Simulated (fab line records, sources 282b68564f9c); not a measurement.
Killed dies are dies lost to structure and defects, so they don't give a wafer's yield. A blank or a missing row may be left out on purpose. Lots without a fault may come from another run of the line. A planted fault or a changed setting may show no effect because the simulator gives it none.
Which tool did it? | flow rit_cmos | 14 lots, 42 wafers sampled, at 2 steps of a route of 202

WHAT THE GAUGES READ, wafer by wafer
RIT_GATE_THK_MEAS_07.
lot  | measured    | on            | GATE_OXIDE_THK (nm)
L617 | day 2 10:38 | film_metro-03 | 2.89 2.90 2.96
L618 | day 2 16:46 | film_metro-03 | 3.05 3.01 3.11
L619 | day 3 05:58 | film_metro-03 | 3.08 3.05 3.14
L620 | day 3 05:58 | film_metro-04 | 2.94 2.94 2.91
L621 | day 3 08:55 | film_metro-02 | 2.95 2.91 3.01
L622 | day 3 14:31 | film_metro-03 | 2.95 3.00 2.97
L623 | day 4 00:41 | film_metro-04 | 3.01 2.99 3.04
L625 | day 4 03:14 | film_metro-04 | 2.98 3.05 2.96
L628 | day 4 20:31 | film_metro-02 | 3.28 3.26 3.31
L629 | day 5 02:51 | film_metro-02 | 3.21 3.20 3.25
L636 | day 6 14:14 | film_metro-02 | 2.97 2.93 3.02
L637 | day 6 15:45 | film_metro-04 | 2.98 2.93 2.96
L639 | day 7 03:50 | film_metro-04 | 3.08 3.10 3.05
L640 | day 7 11:49 | film_metro-02 | 3.00 3.07 3.00

WHICH TOOL RAN EACH LOT (tool, then ch and the chambers of the sampled wafers, then the start)
lot  | RIT_GATE_OXIDATION_05
L617 | furnace-04 ch 0, day 2 09:18
L618 | furnace-03 ch 0, day 2 14:08
L619 | furnace-01 ch 0, day 3 01:05
L620 | furnace-04 ch 0, day 3 02:41
L621 | furnace-03 ch 0, day 3 07:35
L622 | furnace-03 ch 0, day 3 12:36
L623 | furnace-04 ch 0, day 3 21:35
L625 | furnace-04 ch 0, day 4 01:54
L628 | furnace-03 ch 0, day 4 19:10
L629 | furnace-03 ch 0, day 4 23:02
L636 | furnace-04 ch 0, day 6 11:36
L637 | furnace-04 ch 0, day 6 14:26
L639 | furnace-01 ch 0, day 7 01:25
L640 | furnace-03 ch 0, day 7 08:53
- RIT_GATE_OXIDATION_05: target thk 3 nm, ox time 270 s.

WHAT THE TOOLS THEMSELVES READ (means of the sampled wafers that have a number; where no wafer has one, the mark that the record gives instead)
RIT_GATE_OXIDATION_05.
lot  | tool       | ox_temp_c (C)
L617 | furnace-04 | 900.1
L618 | furnace-03 | 899.9
L619 | furnace-01 | 900.0
L620 | furnace-04 | 901.0
L621 | furnace-03 | 900.3
L622 | furnace-03 | 900.6
L623 | furnace-04 | 899.8
L625 | furnace-04 | 899.9
L628 | furnace-03 | 900.0
L629 | furnace-03 | 900.0
L636 | furnace-04 | 900.0
L637 | furnace-04 | 899.6
L639 | furnace-01 | 900.0
L640 | furnace-03 | 900.3

THE ANSWER, worked out from the rows above alone
Rule: what is usual is taken from the lots themselves. Put in order of their means at a reading, lots are off if they are a third of the lots or fewer, leave a main group of 4 or more, and stand apart from it by a gap of 3 or more times the standard deviation of the main group's means; of several such gaps the widest counts. A main group whose means are all the same, to the digits that the tables above print for the reading, isn't used. A lot without any number at a reading at which 4 lots or more have one is off too. The other lots that the step has rows for count as sound. The gauges are gone through in route order, then the tools' own readings, and for those a lot's mean is taken as printed above. The first step at which some lot is off is used, and at that step the reading that is off furthest; a lot without a number counts as furthest.
No lot is off at any reading shown: from this, nothing can be told.

WHAT THE SIMULATOR HAD PUT IN
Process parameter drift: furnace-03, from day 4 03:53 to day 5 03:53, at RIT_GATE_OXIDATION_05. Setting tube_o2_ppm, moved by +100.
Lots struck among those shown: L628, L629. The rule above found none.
